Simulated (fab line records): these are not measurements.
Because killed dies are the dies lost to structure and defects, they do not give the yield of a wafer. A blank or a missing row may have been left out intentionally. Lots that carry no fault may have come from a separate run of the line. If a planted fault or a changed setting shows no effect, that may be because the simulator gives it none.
Lot-split experiment :: flow berkeley-cmos170 :: on a route of 331 steps: 5 lots, 23 wafers read

## ABOUT THE SPLIT
At UCB170_M2_PEB_13, the setting peb-temp-c was moved away from the recipe's 130 C on 7 of the 23 wafers read, by -2.0% to +1.2%. For the rest of the wafers, this setting stayed at what the recipe calls for.

## THE PATH FROM SPLIT TO READING: the file shows 1 step between them
- UCB170_M2_DEVELOP_14: develop time 45 s

## THE READING
Shown in nm: cd-nm at UCB170_M2_CD_MEAS_15, with target cd 700 nm. Fault-free wafers of this fab line usually give 699.9 nm, standard deviation 1.4 nm.

wafer: L074.1
tool, chamber at the split: litho-track-03, 0
peb-temp-c as run, C: 130
against the recipe: recipe
cd-nm, nm: 699.9
against lot-mates on the recipe: -

wafer: L074.2
tool, chamber at the split: litho-track-03, 0
peb-temp-c as run, C: 130
against the recipe: recipe
cd-nm, nm: 698.6
against lot-mates on the recipe: -

wafer: L074.3
tool, chamber at the split: litho-track-03, 0
peb-temp-c as run, C: 130
against the recipe: recipe
cd-nm, nm: 698.0
against lot-mates on the recipe: -

wafer: L074.4
tool, chamber at the split: litho-track-03, 0
peb-temp-c as run, C: 130
against the recipe: recipe
cd-nm, nm: 698.3
against lot-mates on the recipe: -

wafer: L074.6
tool, chamber at the split: litho-track-03, 0
peb-temp-c as run, C: 130
against the recipe: recipe
cd-nm, nm: 699.7
against lot-mates on the recipe: -

wafer: L079.1
tool, chamber at the split: litho-track-02, 0
peb-temp-c as run, C: 131.5
against the recipe: +1.2%
cd-nm, nm: 688.5
against lot-mates on the recipe: -11.0

wafer: L079.2
tool, chamber at the split: litho-track-02, 0
peb-temp-c as run, C: 130
against the recipe: recipe
cd-nm, nm: 700.3
against lot-mates on the recipe: -

wafer: L079.3
tool, chamber at the split: litho-track-02, 0
peb-temp-c as run, C: 131.5
against the recipe: +1.2%
cd-nm, nm: 689.3
against lot-mates on the recipe: -10.2

wafer: L079.4
tool, chamber at the split: litho-track-02, 0
peb-temp-c as run, C: 130
against the recipe: recipe
cd-nm, nm: 698.7
against lot-mates on the recipe: -

wafer: L079.5
tool, chamber at the split: litho-track-02, 0
peb-temp-c as run, C: 130
against the recipe: recipe
cd-nm, nm: 699.6
against lot-mates on the recipe: -

wafer: L080.1
tool, chamber at the split: litho-track-03, 0
peb-temp-c as run, C: 127.4
against the recipe: -2.0%
cd-nm, nm: 720.4
against lot-mates on the recipe: +20.2

wafer: L080.2
tool, chamber at the split: litho-track-03, 0
peb-temp-c as run, C: 127.4
against the recipe: -2.0%
cd-nm, nm: 719.3
against lot-mates on the recipe: +19.1

wafer: L080.3
tool, chamber at the split: litho-track-03, 0
peb-temp-c as run, C: 130
against the recipe: recipe
cd-nm, nm: 699.8
against lot-mates on the recipe: -

wafer: L080.4
tool, chamber at the split: litho-track-03, 0
peb-temp-c as run, C: 130
against the recipe: recipe
cd-nm, nm: 700.7
against lot-mates on the recipe: -

wafer: L080.6
tool, chamber at the split: litho-track-03, 0
peb-temp-c as run, C: 130
against the recipe: recipe
cd-nm, nm: 700.2
against lot-mates on the recipe: -

wafer: L083.3
tool, chamber at the split: litho-track-02, 0
peb-temp-c as run, C: 130
against the recipe: recipe
cd-nm, nm: 700.1
against lot-mates on the recipe: -

wafer: L083.4
tool, chamber at the split: litho-track-02, 0
peb-temp-c as run, C: 130
against the recipe: recipe
cd-nm, nm: 699.3
against lot-mates on the recipe: -

wafer: L083.5
tool, chamber at the split: litho-track-02, 0
peb-temp-c as run, C: 130
against the recipe: recipe
cd-nm, nm: 698.4
against lot-mates on the recipe: -

wafer: L084.2
tool, chamber at the split: litho-track-03, 0
peb-temp-c as run, C: 130
against the recipe: recipe
cd-nm, nm: 700.7
against lot-mates on the recipe: -

wafer: L084.3
tool, chamber at the split: litho-track-03, 0
peb-temp-c as run, C: 128.6
against the recipe: -1.1%
cd-nm, nm: 710.3
against lot-mates on the recipe: +9.7

wafer: L084.4
tool, chamber at the split: litho-track-03, 0
peb-temp-c as run, C: 128.6
against the recipe: -1.1%
cd-nm, nm: 710.5
against lot-mates on the recipe: +9.9

wafer: L084.5
tool, chamber at the split: litho-track-03, 0
peb-temp-c as run, C: 128.6
against the recipe: -1.1%
cd-nm, nm: 709.5
against lot-mates on the recipe: +8.9

wafer: L084.6
tool, chamber at the split: litho-track-03, 0
peb-temp-c as run, C: 130
against the recipe: recipe
cd-nm, nm: 700.5
against lot-mates on the recipe: -

THE FIT
A straight line over all 23 wafers: cd-nm changes by -9.85 nm for each +1% of peb-temp-c; r = -0.99; the points scatter about the line by 0.85 nm.
The same after taking each lot's own level away (the mean of its wafers on the recipe; 23 wafers): -9.46 nm for each +1%; r = -1.00; scatter 0.69 nm.
According to that fit, moving peb-temp-c by its largest amount changes the reading by 19 nm.
Measured against the standard deviation above, the lots' own levels, which go from 698.90 to 700.60 nm, span 1.2 times it.
The two slopes agree, so the slope changes little with the lot-to-lot level.
Check: +18.4 nm against its lot-mates is what the line predicts for one of the wafers moved furthest among these (-2.0%) when that wafer is left out of the fit. It came out at +20.2 nm against them.

## OTHER SPLITS APPLIED TO THESE WAFERS
Note: prior to the reading, these wafers also went through further splits. Each is held against what the fit with the lots' levels taken away leaves over:
other split on the same wafers: UCB170_BACKSIDE_STRIP_03 power-w
wafers away from the commonest value: 4
r with cd-nm (lot level and that fit taken away): +0.35

other split on the same wafers: UCB170_CONTACT_COAT_04 spin-rpm
wafers away from the commonest value: 10
r with cd-nm (lot level and that fit taken away): +0.26

other split on the same wafers: UCB170_M1_METAL_ETCH_12 time-s
wafers away from the commonest value: 10
r with cd-nm (lot level and that fit taken away): -0.03

## FILE'S OWN FIT
cd-nm changes by -9.51 nm for each +1% of peb-temp-c, r = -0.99.
